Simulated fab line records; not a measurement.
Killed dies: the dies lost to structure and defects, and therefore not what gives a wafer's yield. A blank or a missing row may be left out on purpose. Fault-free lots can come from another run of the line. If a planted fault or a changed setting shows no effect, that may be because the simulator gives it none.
fab line records	flow rit_cmos
record lots=14	wafers=42	last_day=7
route steps=202 shown ACTIVE@1 FOX2@23 PWELL@45 M1@202
lots that met no fault: taken from a fault-free run of the same line
start_h: the number of hours between the record's first day and the start of the first shown wafer of the lot	wait_h: hours elapsed since this lot's preceding step	" repeats the value in the row above	L1.1+2: one row covering several wafers at once	- either no value or no given start	* or withheld: withheld	< > ~ a bound
route shown NAME@n: a module of which the file shows steps, and the number in the route of the first	usual: mean/standard deviation taken from wafers without a fault	same: alike in all rows	chamber/n: place in a boat	sites: each site's reading	_std_site: standard deviation of those values	_edge_site: mean of outer sites minus mean of inner sites	radius_mm: how far each site lies from the wafer's centre	mask NAME#n: copy n	behind: the tool/chamber that last shaped the wafer	hold: why the lot was held/for how many hours/how that ended	device: whichever transistor did not switch (one of n, p or np)	end of line: the route-end tests of the same wafers	for a step that has no rows: nothing shown but its recipe	killed: dies that structure and defects cost at the first sort, which is not the same as the wafer's yield	map: a wafer's dies, marking killed ones x, the rest . and places with no die _
set.NAME: the setting the step ran with; set.NAME@STEP: the setting that earlier step ran with	model.NAME: the simulator's own value behind a step, which no gauge read
a sample of lots followed through the steps of the route, with each step as a table and each wafer as a row
services: from which hour (start_h, from the record's first day; less than 0 if before it) a tool's chamber was out of use, for how many hours, and why
## steps
# step RIT_ACTIVE_BOW_MEAS_00
# recipe mode=bow
# usual INCOMING_BOW=1/6.1
lot.wafer	tool	chamber	start_h	wait_h	INCOMING_BOW[um]
L875.1	film_metro-02	-	15.00	-	8
L875.2	"	-	"	"	-2
L875.6	"	-	"	"	-17
L876.2	film_metro-02	-	20.02	-	16
L876.4	"	-	"	"	7
L876.6	"	-	"	"	7
L877.1	film_metro-02	-	25.00	-	-3
L877.4	"	-	"	"	-4
L877.6	"	-	"	"	6
L878.1	film_metro-04	-	30.00	-	-1
L878.3	"	-	"	"	0
L878.4	"	-	"	"	10
L879.1	film_metro-02	-	35.00	-	-3
L879.3	"	-	"	"	-12
L879.5	"	-	"	"	3
L880.1	film_metro-01	-	40.00	-	-4
L880.3	"	-	"	"	-3
L880.6	"	-	"	"	6
L881.1	film_metro-02	-	45.00	-	-6
L881.2	"	-	"	"	4
L881.3	"	-	"	"	-7
L884.2	film_metro-04	-	60.02	-	5
L884.4	"	-	"	"	10
L884.5	"	-	"	"	-1
L887.2	film_metro-04	-	75.02	-	3
L887.5	"	-	"	"	2
L887.6	"	-	"	"	-5
L891.4	film_metro-01	-	95.06	-	11
L891.5	"	-	"	"	-3
L891.6	"	-	"	"	-1
L893.1	film_metro-01	-	105.00	-	1
L893.2	"	-	"	"	-3
L893.4	"	-	"	"	2
L895.3	film_metro-02	-	115.04	-	3
L895.4	"	-	"	"	10
L895.6	"	-	"	"	0
L896.1	film_metro-04	-	120.00	-	-4
L896.3	"	-	"	"	6
L896.4	"	-	"	"	-4
L897.1	film_metro-01	-	125.00	-	-6
L897.4	"	-	"	"	-5
L897.5	"	-	"	"	4
# step RIT_ACTIVE_CD_MEAS_11
# recipe target_cd_nm=1400
# usual cd_nm=1399.5/2.5
lot.wafer	tool	chamber	start_h	wait_h	cd_nm
L875.1	cd_sem-01	-	19.56	-	1400.4
L875.2	"	-	"	"	1398.3
L875.6	"	-	"	"	1396.4
L876.2	cd_sem-01	-	24.48	-	1398.3
L876.4	"	-	"	"	1399.4
L876.6	"	-	"	"	1395.2
L877.1	cd_sem-01	-	29.44	-	1398.8
L877.4	"	-	"	"	1400.0
L877.6	"	-	"	"	1401.0
L878.1	cd_sem-01	-	35.64	-	1400.8
L878.3	"	-	"	"	1403.9
L878.4	"	-	"	"	1403.2
L879.1	cd_sem-01	-	40.96	-	1396.1
L879.3	"	-	"	"	1397.1
L879.5	"	-	"	"	1399.1
L880.1	cd_sem-02	-	44.84	-	1397.4
L880.3	"	-	"	"	1398.0
L880.6	"	-	"	"	1399.9
L881.1	cd_sem-02	-	50.59	-	1400.5
L881.2	"	-	"	"	1400.9
L881.3	"	-	"	"	1398.1
L884.2	cd_sem-02	-	65.94	-	1404.2
L884.4	"	-	"	"	1406.5
L884.5	"	-	"	"	1402.3
L887.2	cd_sem-02	-	81.76	-	1397.5
L887.5	"	-	"	"	1397.1
L887.6	"	-	"	"	1395.7
L891.4	cd_sem-02	-	100.19	-	1396.4
L891.5	"	-	"	"	1397.6
L891.6	"	-	"	"	1396.8
L893.1	cd_sem-02	-	109.72	-	1397.7
L893.2	"	-	"	"	1397.8
L893.4	"	-	"	"	1397.7
L895.3	cd_sem-02	-	119.58	-	1397.3
L895.4	"	-	"	"	1397.7
L895.6	"	-	"	"	1397.1
L896.1	cd_sem-01	-	125.67	-	1401.7
L896.3	"	-	"	"	1400.4
L896.4	"	-	"	"	1401.8
L897.1	cd_sem-02	-	130.15	-	1401.9
L897.4	"	-	"	"	1401.0
L897.5	"	-	"	"	1399.1
# step RIT_FOX2_OXIDATION_00
# recipe temp_c=1100	ambient=H2O	target_thk_a=3507	p_h2o_torr=720	ox_time_s=1130
# usual spike_tc_centre_C=1101.8/0.98	spike_tc_load_C=1126/3.1	spike_tc_source_C=1125/3.4	tube_center_temp_C=1100/0.09	tube_center_temp_C_max=1102.9/0.47	zone_power_load_pct=45.4/1.8	zone_power_source_pct=41.8/1.8
lot.wafer	tool	chamber	start_h	wait_h	spike_tc_centre_C	spike_tc_load_C	spike_tc_source_C	tube_center_temp_C	tube_center_temp_C_max	zone_power_load_pct	zone_power_source_pct
L875.1	furnace-03	0	22.67	0.0	1101.9	1129	1127	1099.9	1102.1	44.3	43.1
L875.2	"	0	"	"	1101.2	1130	1128	1099.9	1102.7	44.4	44.2
L875.6	"	0	"	"	1103.1	1130	1128	1100	1102.7	43.8	43.2
L876.2	furnace-03	0	32.32	2.2	1101.4	1128	1129	1100	1102.4	44.6	43.2
L876.4	"	0	"	"	1100.7	1128	1128	1099.9	1103.1	43.9	44.3
L876.6	"	0	"	"	1102.0	1129	1127	1100.1	1102.2	44.0	44.2
L877.1	furnace-03	0	34.96	0.3	1100.7	1127	1128	1099.9	1102.3	43.3	43.2
L877.4	"	0	"	"	1101.0	1130	1128	1100	1103.1	43.3	43.2
L877.6	"	0	"	"	1101.7	1128	1127	1100	1102.5	43.0	43.2
L878.1	furnace-03	0	38.49	0.0	1101.4	1127	1129	1099.9	1102.5	44.9	43.6
L878.3	"	0	"	"	1101.2	1128	1130	1100.1	1102.8	43.9	43.7
L878.4	"	0	"	"	1101.0	1128	1129	1100	1103.6	43.3	44.2
L879.1	furnace-03	0	44.92	0.0	1101.6	1130	1128	1099.9	1102.3	44.1	43.5
L879.3	"	0	"	"	1100.9	1128	1128	1100.2	1102.9	43.6	43.7
L879.5	"	0	"	"	1101.7	1129	1128	1100	1103.1	44.6	43.7
L880.1	furnace-01	0	49.06	0.1	1103.0	1122	1122	1100	1102.2	47.9	39.4
L880.3	"	0	"	"	1101.5	1121	1121	1100	1102.7	48.0	40.3
L880.6	"	0	"	"	1102.1	1122	1121	1100.1	1103.9	48.1	39.7
L881.1	furnace-01	0	55.58	2.0	1104.0	1121	1120	1100	1101.9	48.0	40.3
L881.2	"	0	"	"	1102.9	1119	1120	1100.1	1102.7	46.8	40.1
L881.3	"	0	"	"	1101.2	1119	1121	1100.2	1103.0	48.2	39.1
L884.2	furnace-04	0	68.62	0.1	1102.2	1128	1124	1100	1102.3	46.1	40.2
L884.4	"	0	"	"	1103.3	1127	1124	1100	1103.6	47.1	39.4
L884.5	"	0	"	"	1102.0	1128	1123	1100	1102.3	46.2	39.9
L887.2	furnace-04	0	84.31	0.0	1190.8	1216	1211	1186.3	1190.3	56.2	46.9
L887.5	"	0	"	"	1189.3	1217	1213	1186.4	1190.1	55.3	47.2
L887.6	"	0	"	"	1187.8	1214	1211	1186.5	1189.5	56.0	47.4
L891.4	furnace-03	0	104.08	0.1	1103.1	1128	1129	1100.1	1102.4	43.7	43.4
L891.5	"	0	"	"	1101.8	1129	1128	1100.1	1102.9	43.2	43.1
L891.6	"	0	"	"	1102.1	1125	1129	1099.9	1102.3	44.4	43.4
L893.1	furnace-04	0	113.50	0.0	1188.8	1213	1211	1186.4	1189.0	55.6	46.9
L893.2	"	0	"	"	1188.7	1216	1210	1186.5	1189.5	55.7	46.4
L893.4	"	0	"	"	1186.6	1214	1211	1186.4	1189.4	54.9	47.2
L895.3	furnace-01	0	123.23	0.1	1100.9	1122	1121	1100.1	1102.8	47.4	39.6
L895.4	"	0	"	"	1103.3	1121	1120	1100.1	1103.1	48.1	40.9
L895.6	"	0	"	"	1101.0	1123	1121	1100	1102.8	47.1	39.7
L896.1	furnace-03	0	128.40	0.0	1101.4	1129	1127	1100.1	1102.7	43.6	43.0
L896.3	"	0	"	"	1101.9	1129	1130	1099.9	1103.3	43.9	43.3
L896.4	"	0	"	"	1101.6	1128	1127	1100	1103.0	43.5	43.9
L897.1	furnace-03	0	136.13	0.8	1101.2	1128	1129	1100	1102.7	44.4	43.1
L897.4	"	0	"	"	1101.0	1129	1128	1100	1102.7	43.7	43.5
L897.5	"	0	"	"	1101.6	1128	1128	1100	1102.5	44.4	42.6
# step RIT_FOX2_THK_MEAS_01
# recipe reads=SiO2_of_FOX2_OXIDATION_00
# usual FOX2_OXIDE_THK=353/5.2
lot.wafer	tool	chamber	start_h	wait_h	FOX2_OXIDE_THK[nm]
L875.1	film_metro-04	-	23.99	0.0	366
L875.2	"	-	"	"	364
L875.6	"	-	"	"	358
L876.2	film_metro-03	-	33.64	0.0	358
L876.4	"	-	"	"	354
L876.6	"	-	"	"	354
L877.1	film_metro-02	-	36.27	0.0	350
L877.4	"	-	"	"	358
L877.6	"	-	"	"	354
L878.1	film_metro-02	-	39.81	0.0	361
L878.3	"	-	"	"	358
L878.4	"	-	"	"	357
L879.1	film_metro-03	-	46.24	0.0	350
L879.3	"	-	"	"	355
L879.5	"	-	"	"	351
L880.1	film_metro-02	-	50.37	0.0	346
L880.3	"	-	"	"	348
L880.6	"	-	"	"	349
L881.1	film_metro-03	-	56.90	0.0	354
L881.2	"	-	"	"	352
L881.3	"	-	"	"	354
L884.2	film_metro-03	-	69.94	0.0	353
L884.4	"	-	"	"	353
L884.5	"	-	"	"	354
L887.2	film_metro-02	-	85.64	0.0	475
L887.5	"	-	"	"	474
L887.6	"	-	"	"	474
L891.4	film_metro-04	-	105.43	0.0	350
L891.5	"	-	"	"	352
L891.6	"	-	"	"	357
L893.1	film_metro-03	-	114.82	0.0	477
L893.2	"	-	"	"	478
L893.4	"	-	"	"	484
L895.3	film_metro-03	-	124.57	0.0	356
L895.4	"	-	"	"	361
L895.6	"	-	"	"	355
L896.1	film_metro-02	-	129.72	0.0	354
L896.3	"	-	"	"	360
L896.4	"	-	"	"	355
L897.1	film_metro-04	-	137.44	0.0	356
L897.4	"	-	"	"	349
L897.5	"	-	"	"	353
# step RIT_FOX2_THK_MEAS_90
# recipe reads=SiO2_of_FOX2_OXIDATION_00
# usual FIELD_OXIDE_LEFT_1_THK=326/5.3
lot.wafer	tool	chamber	start_h	wait_h	FIELD_OXIDE_LEFT_1_THK[nm]
L875.1	film_metro-04	-	24.87	0.0	339
L875.2	"	-	"	"	337
L875.6	"	-	"	"	330
L876.2	film_metro-03	-	34.59	0.0	331
L876.4	"	-	"	"	327
L876.6	"	-	"	"	327
L877.1	film_metro-02	-	37.22	0.0	323
L877.4	"	-	"	"	330
L877.6	"	-	"	"	327
L878.1	film_metro-02	-	40.69	0.0	334
L878.3	"	-	"	"	330
L878.4	"	-	"	"	330
L879.1	film_metro-02	-	47.11	0.0	322
L879.3	"	-	"	"	328
L879.5	"	-	"	"	323
L880.1	film_metro-04	-	51.25	0.0	319
L880.3	"	-	"	"	321
L880.6	"	-	"	"	321
L881.1	film_metro-03	-	57.77	0.0	327
L881.2	"	-	"	"	324
L881.3	"	-	"	"	327
L884.2	film_metro-03	-	70.82	0.0	326
L884.4	"	-	"	"	325
L884.5	"	-	"	"	326
L887.2	film_metro-03	-	86.51	0.0	447
L887.5	"	-	"	"	446
L887.6	"	-	"	"	446
L891.4	film_metro-04	-	106.30	0.0	323
L891.5	"	-	"	"	325
L891.6	"	-	"	"	330
L893.1	film_metro-04	-	115.76	0.0	449
L893.2	"	-	"	"	450
L893.4	"	-	"	"	456
L895.3	film_metro-03	-	125.67	0.0	328
L895.4	"	-	"	"	334
L895.6	"	-	"	"	328
L896.1	film_metro-04	-	130.60	0.0	327
L896.3	"	-	"	"	332
L896.4	"	-	"	"	327
L897.1	film_metro-02	-	138.39	0.0	329
L897.4	"	-	"	"	322
L897.5	"	-	"	"	326
# step RIT_PWELL_OVL_MEAS_06
# usual PWELL_OVL=0.9/1.6
lot.wafer	tool	chamber	start_h	wait_h	PWELL_OVL[nm]
L875.1	overlay-02	-	27.58	-	-0.3
L875.2	"	-	"	"	0.3
L875.6	"	-	"	"	-0.6
L876.2	overlay-01	-	37.07	-	2.0
L876.4	"	-	"	"	1.1
L876.6	"	-	"	"	1.0
L877.1	overlay-02	-	39.78	-	1.9
L877.4	"	-	"	"	2.3
L877.6	"	-	"	"	2.8
L878.1	overlay-02	-	43.30	-	1.4
L878.3	"	-	"	"	0.9
L878.4	"	-	"	"	1.1
L879.1	overlay-01	-	49.83	-	1.9
L879.3	"	-	"	"	-0.8
L879.5	"	-	"	"	-0.6
L880.1	overlay-02	-	53.96	-	-2.6
L880.3	"	-	"	"	-3.3
L880.6	"	-	"	"	-3.6
L881.1	overlay-02	-	60.67	-	0.1
L881.2	"	-	"	"	-0.2
L881.3	"	-	"	"	1.9
L884.2	overlay-02	-	73.55	-	-0.1
L884.4	"	-	"	"	1.7
L884.5	"	-	"	"	0.4
L887.2	overlay-01	-	89.43	-	0.8
L887.5	"	-	"	"	1.3
L887.6	"	-	"	"	-1.4
L891.4	overlay-02	-	108.91	-	1.6
L891.5	"	-	"	"	1.6
L891.6	"	-	"	"	-0.8
L893.1	overlay-01	-	118.62	-	-1.1
L893.2	"	-	"	"	-0.7
L893.4	"	-	"	"	0.9
L895.3	overlay-01	-	128.36	-	1.0
L895.4	"	-	"	"	0.6
L895.6	"	-	"	"	2.7
L896.1	overlay-02	-	133.34	-	1.2
L896.3	"	-	"	"	0.1
L896.4	"	-	"	"	0.3
L897.1	overlay-02	-	141.00	-	1.8
L897.4	"	-	"	"	2.9
L897.5	"	-	"	"	1.6
# step RIT_FOX2_THK_MEAS_91
# recipe reads=SiO2_of_FOX2_OXIDATION_00
# usual FIELD_OXIDE_LEFT_2_THK=258/5.6
lot.wafer	tool	chamber	start_h	wait_h	FIELD_OXIDE_LEFT_2_THK[nm]
L875.1	film_metro-03	-	39.02	0.0	271
L875.2	"	-	"	"	269
L875.6	"	-	"	"	263
L876.2	film_metro-03	-	47.32	0.0	263
L876.4	"	-	"	"	258
L876.6	"	-	"	"	259
L877.1	film_metro-03	-	51.55	0.0	255
L877.4	"	-	"	"	263
L877.6	"	-	"	"	259
L878.1	film_metro-04	-	53.04	0.0	266
L878.3	"	-	"	"	263
L878.4	"	-	"	"	262
L879.1	film_metro-04	-	59.34	0.0	254
L879.3	"	-	"	"	259
L879.5	"	-	"	"	255
L880.1	film_metro-03	-	66.04	0.0	251
L880.3	"	-	"	"	253
L880.6	"	-	"	"	253
L881.1	film_metro-02	-	72.70	0.0	259
L881.2	"	-	"	"	256
L881.3	"	-	"	"	259
L884.2	film_metro-03	-	85.24	0.0	259
L884.4	"	-	"	"	258
L884.5	"	-	"	"	259
L887.2	film_metro-04	-	100.45	0.0	379
L887.5	"	-	"	"	378
L887.6	"	-	"	"	378
L891.4	film_metro-04	-	119.43	0.0	256
L891.5	"	-	"	"	258
L891.6	"	-	"	"	263
L893.1	film_metro-03	-	129.04	0.0	381
L893.2	"	-	"	"	382
L893.4	"	-	"	"	388
L895.3	film_metro-03	-	138.83	0.0	260
L895.4	"	-	"	"	265
L895.6	"	-	"	"	259
L896.1	film_metro-04	-	144.02	0.0	260
L896.3	"	-	"	"	266
L896.4	"	-	"	"	260
L897.1	film_metro-03	-	151.76	0.0	260
L897.4	"	-	"	"	253
L897.5	"	-	"	"	257
# step RIT_M1_PROBE_99
# usual killed_at_M0_to_M3=0.0/0.12	killed_at_contacts=0.1/0.25	killed_at_front_end=6.8/2.7	killed_dies=6.8/2.7	killed_open=3.4/1.8	killed_short=3.5/1.7
# same gross_dies=264	killed_at_M4_up=0	killed_at_back_side=0	killed_at_other=0
lot.wafer	tool	chamber	start_h	wait_h	killed_at_M0_to_M3	killed_at_contacts	killed_at_front_end	killed_dies	killed_open	killed_short
L875.1	prober-02	-	69.03	0.1	0	1	8	9	5	4
L875.2	prober-02	-	69.08	0.1	0	1	6	7	2	5
L875.6	prober-02	-	69.28	0.2	0	0	9	9	6	3
L876.2	prober-01	-	73.20	0.1	0	0	11	11	7	4
L876.4	prober-01	-	73.30	0.2	0	1	6	7	4	3
L876.6	prober-01	-	73.40	0.2	0	0	5	5	3	2
L877.1	prober-02	-	78.70	0.1	0	0	9	9	5	4
L877.4	prober-02	-	78.85	0.2	0	0	7	7	4	3
L877.6	prober-02	-	78.95	0.2	0	0	5	5	0	5
L878.1	prober-01	-	81.14	0.1	0	0	13	13	6	7
L878.3	prober-01	-	81.24	0.2	0	0	3	3	2	1
L878.4	prober-01	-	81.29	0.2	0	0	5	5	2	3
L879.1	prober-02	-	86.54	0.1	0	0	7	7	3	4
L879.3	prober-02	-	86.64	0.2	0	0	11	11	6	5
L879.5	prober-02	-	86.74	0.2	0	0	16	16	8	8
L880.1	prober-01	-	93.04	0.1	0	0	4	4	4	0
L880.3	prober-01	-	93.14	0.2	0	0	10	10	4	6
L880.6	prober-01	-	93.29	0.2	0	0	3	3	1	2
L881.1	prober-01	-	127.30	0.1	0	0	4	4	1	3
L881.2	prober-01	-	127.35	0.1	0	0	7	7	4	3
L881.3	prober-01	-	127.40	0.2	0	0	5	5	2	3
L884.2	prober-01	-	128.55	1.2	0	0	3	3	0	3
L884.4	prober-01	-	128.65	1.3	0	0	5	5	5	0
L884.5	prober-01	-	128.70	1.3	0	0	2	2	0	2
L887.2	prober-01	-	128.85	1.5	0	0	6	6	3	3
L887.5	prober-01	-	129.00	1.6	0	0	13	13	4	9
L887.6	prober-01	-	129.05	1.6	0	0	8	8	5	3
L891.4	prober-01	-	147.00	0.2	0	0	6	6	3	3
L891.5	prober-01	-	147.05	0.2	0	0	3	3	0	3
L891.6	prober-01	-	147.10	0.2	0	0	5	5	3	2
L893.1	prober-02	-	157.59	0.1	0	1	8	9	5	4
L893.2	prober-02	-	157.64	0.1	0	0	8	8	4	4
L893.4	prober-02	-	157.74	0.2	0	0	10	10	5	5
L895.3	prober-02	-	166.03	0.2	0	0	6	6	3	3
L895.4	prober-02	-	166.08	0.2	0	0	8	8	4	4
L895.6	prober-02	-	166.18	0.2	0	0	12	12	4	8
L896.1	prober-01	-	172.46	0.1	0	0	8	8	5	3
L896.3	prober-01	-	172.56	0.2	0	0	11	11	6	5
L896.4	prober-01	-	172.61	0.2	0	0	4	4	1	3
L897.1	prober-02	-	176.88	0.1	1	0	4	5	2	3
L897.4	prober-02	-	177.03	0.2	0	0	11	11	7	4
L897.5	prober-02	-	177.08	0.2	0	0	7	7	3	4
# killed by level:class
L875.1 GATE:geometric_particle:open=2 SILICIDE:geometric_particle:open=2 FOX1:geometric_particle:short=1 GATE:geometric_particle:short=1 REOX:geometric_particle:short=1 SPACER:geometric_particle:open=1 CONTACT:geometric_particle:short=1
L875.2 GATE:geometric_particle:short=3 FOX1:geometric_particle:open=1 FOX1:geometric_particle:short=1 GATE:geometric_particle:open=1 CONTACT:geometric_particle:short=1
L875.6 FOX1:geometric_particle:open=3 SPACER:geometric_particle:open=2 REOX:geometric_particle:short=1 REOX:geometric_particle:open=1 SPACER:geometric_particle:short=1 SILICIDE:geometric_particle:short=1
L876.2 GATE:geometric_particle:open=6 FOX1:geometric_particle:short=2 GATE:geometric_particle:short=1 SPACER:geometric_particle:short=1 SILICIDE:geometric_particle:open=1
L876.4 GATE:geometric_particle:short=3 FOX1:geometric_particle:open=2 GATE:geometric_particle:open=1 CONTACT:geometric_particle:open=1
L876.6 GATE:geometric_particle:open=2 FOX2:geometric_particle:short=1 REOX:geometric_particle:open=1 SILICIDE:geometric_particle:short=1
L877.1 GATE:geometric_particle:open=2 SILICIDE:geometric_particle:open=2 FOX1:geometric_particle:open=1 GATE:geometric_particle:short=1 REOX:geometric_particle:short=1 SPACER:geometric_particle:short=1 SILICIDE:geometric_particle:short=1
L877.4 FOX1:geometric_particle:short=2 REOX:geometric_particle:open=2 FOX1:geometric_particle:open=1 REOX:geometric_particle:short=1 SPACER:geometric_particle:open=1
L877.6 GATE:geometric_particle:short=2 FOX1:geometric_particle:short=1 REOX:geometric_particle:short=1 SILICIDE:geometric_particle:short=1
L878.1 GATE:geometric_particle:open=4 GATE:geometric_particle:short=3 FOX2:geometric_particle:short=2 SILICIDE:geometric_particle:open=2 REOX:geometric_particle:short=1 SPACER:geometric_particle:short=1
L878.3 GATE:geometric_particle:open=2 FOX2:geometric_particle:short=1
L878.4 GATE:geometric_particle:short=2 FOX1:geometric_particle:short=1 FOX1:geometric_particle:open=1 GATE:geometric_particle:open=1
L879.1 GATE:geometric_particle:open=2 GATE:geometric_particle:short=2 SILICIDE:geometric_particle:short=2 REOX:geometric_particle:open=1
L879.3 GATE:geometric_particle:short=3 GATE:geometric_particle:open=2 FOX1:geometric_particle:open=1 FOX2:geometric_particle:open=1 REOX:geometric_particle:short=1 REOX:geometric_particle:open=1 SPACER:geometric_particle:open=1 SILICIDE:geometric_particle:short=1
L879.5 GATE:geometric_particle:open=6 GATE:geometric_particle:short=4 SILICIDE:geometric_particle:short=2 FOX2:geometric_particle:short=1 REOX:geometric_particle:open=1 REOX:geometric_particle:short=1 SILICIDE:geometric_particle:open=1
L880.1 FOX1:geometric_particle:open=3 SPACER:geometric_particle:open=1
L880.3 GATE:geometric_particle:short=2 REOX:geometric_particle:open=2 SILICIDE:geometric_particle:short=2 FOX1:geometric_particle:short=1 GATE:geometric_particle:open=1 SPACER:geometric_particle:open=1 SPACER:geometric_particle:short=1
L880.6 FOX2:geometric_particle:short=2 FOX2:geometric_particle:open=1
L881.1 GATE:geometric_particle:short=3 GATE:geometric_particle:open=1
L881.2 FOX1:geometric_particle:open=1 FOX2:geometric_particle:open=1 GATE:geometric_particle:open=1 GATE:geometric_particle:short=1 REOX:geometric_particle:short=1 REOX:geometric_particle:open=1 SILICIDE:geometric_particle:short=1
L881.3 GATE:geometric_particle:open=2 GATE:geometric_particle:short=1 REOX:geometric_particle:short=1 SPACER:geometric_particle:short=1
L884.2 GATE:geometric_particle:short=2 SILICIDE:geometric_particle:short=1
L884.4 FOX2:geometric_particle:open=2 SPACER:geometric_particle:open=2 GATE:geometric_particle:open=1
L884.5 GATE:geometric_particle:short=1 SILICIDE:geometric_particle:short=1
L887.2 FOX1:geometric_particle:short=2 GATE:geometric_particle:open=2 SPACER:geometric_particle:open=1 SPACER:geometric_particle:short=1
L887.5 FOX1:geometric_particle:short=3 FOX1:geometric_particle:open=2 SPACER:geometric_particle:short=2 FOX2:geometric_particle:open=2 FOX2:geometric_particle:short=2 GATE:geometric_particle:short=1 REOX:geometric_particle:short=1
L887.6 GATE:geometric_particle:short=2 GATE:geometric_particle:open=2 REOX:geometric_particle:open=2 FOX2:geometric_particle:short=1 FOX2:geometric_particle:open=1
L891.4 FOX1:geometric_particle:open=1 FOX1:geometric_particle:short=1 GATE:geometric_particle:short=1 GATE:geometric_particle:open=1 REOX:geometric_particle:short=1 SILICIDE:geometric_particle:open=1
L891.5 GATE:geometric_particle:short=1 REOX:geometric_particle:short=1 SILICIDE:geometric_particle:short=1
L891.6 FOX1:geometric_particle:short=2 SILICIDE:geometric_particle:open=2 SPACER:geometric_particle:open=1
L893.1 GATE:geometric_particle:open=3 FOX1:geometric_particle:open=1 FOX2:geometric_particle:open=1 GATE:geometric_particle:short=1 REOX:geometric_particle:short=1 SPACER:geometric_particle:short=1 CONTACT:geometric_particle:short=1
L893.2 SILICIDE:geometric_particle:short=3 SPACER:geometric_particle:open=2 GATE:geometric_particle:open=1 GATE:geometric_particle:short=1 REOX:geometric_particle:open=1
L893.4 GATE:geometric_particle:short=2 SPACER:geometric_particle:open=2 SPACER:geometric_particle:short=2 FOX2:geometric_particle:open=1 GATE:geometric_particle:open=1 REOX:geometric_particle:open=1 SILICIDE:geometric_particle:short=1
L895.3 GATE:geometric_particle:short=3 FOX2:geometric_particle:open=1 REOX:geometric_particle:open=1 SILICIDE:geometric_particle:open=1
L895.4 FOX2:geometric_particle:open=2 GATE:geometric_particle:open=2 REOX:geometric_particle:short=2 FOX2:geometric_particle:short=1 SILICIDE:geometric_particle:short=1
L895.6 GATE:geometric_particle:short=3 REOX:geometric_particle:short=2 SILICIDE:geometric_particle:open=2 SILICIDE:geometric_particle:short=2 FOX2:geometric_particle:short=1 GATE:geometric_particle:open=1 REOX:geometric_particle:open=1
L896.1 GATE:geometric_particle:open=3 FOX1:geometric_particle:short=1 FOX2:geometric_particle:open=1 GATE:geometric_particle:short=1 SPACER:geometric_particle:open=1 SILICIDE:geometric_particle:short=1
L896.3 GATE:geometric_particle:open=4 GATE:geometric_particle:short=3 SPACER:geometric_particle:short=2 FOX1:geometric_particle:open=1 SILICIDE:geometric_particle:open=1
L896.4 SPACER:geometric_particle:short=2 SPACER:geometric_particle:open=1 SILICIDE:geometric_particle:short=1
L897.1 FOX1:geometric_particle:open=1 GATE:geometric_particle:open=1 GATE:geometric_particle:short=1 SPACER:geometric_particle:short=1 M1:geometric_particle:short=1
L897.4 GATE:geometric_particle:open=3 SPACER:geometric_particle:open=3 GATE:geometric_particle:short=2 SPACER:geometric_particle:short=2 REOX:geometric_particle:open=1
L897.5 GATE:geometric_particle:short=2 SPACER:geometric_particle:open=2 REOX:geometric_particle:open=1 REOX:geometric_particle:short=1 SPACER:geometric_particle:short=1
## services
tool	chamber	start_h	hours	kind
furnace-03	-	29.08	3.2	pm
furnace-04	-	35.10	2.7	pm
furnace-01	-	70.08	5.2	pm
furnace-01	-	129.63	4.2	pm
## key
first_sign step=RIT_FOX2_OXIDATION_00	reading=tube_center_temp_C	direction=up	sigmas=99+	usual=*	struck=*
effect step=RIT_FOX2_OXIDATION_00	reading=tube_center_temp_C_max	direction=up	sigmas=99+	usual=*	struck=*
effect step=RIT_FOX2_THK_MEAS_01	reading=FOX2_OXIDE_THK	direction=up	sigmas=24	usual=353	struck=477
effect step=RIT_FOX2_THK_MEAS_90	reading=FIELD_OXIDE_LEFT_1_THK	direction=up	sigmas=23	usual=326	struck=449
effect step=RIT_FOX2_THK_MEAS_91	reading=FIELD_OXIDE_LEFT_2_THK	direction=up	sigmas=22	usual=258	struck=381
met_at RIT_FOX2_OXIDATION_00
struck_lots L887,L893
tester_left_out L887,L893
not_acting_at RIT_ACTIVE_BOW_MEAS_00,RIT_ACTIVE_CD_MEAS_11,RIT_PWELL_OVL_MEAS_06
onset_between 68.62 84.31
fault kind=process_parameter_drift	tool=furnace-04	chamber=-	onset_h=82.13	steps=RIT_FOX2_OXIDATION_00	channel=temp_c	offset=*	shape=step	end_h=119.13	acts_in=*	stated=*
# tester_left_out: of these lots the tester's yield and bins aren't shown, on N5 and GAA mostly nor the transistor test; their killed dies are dies lost to structure and defects alone, not to doping, threshold or leakage, so they don't give the yield
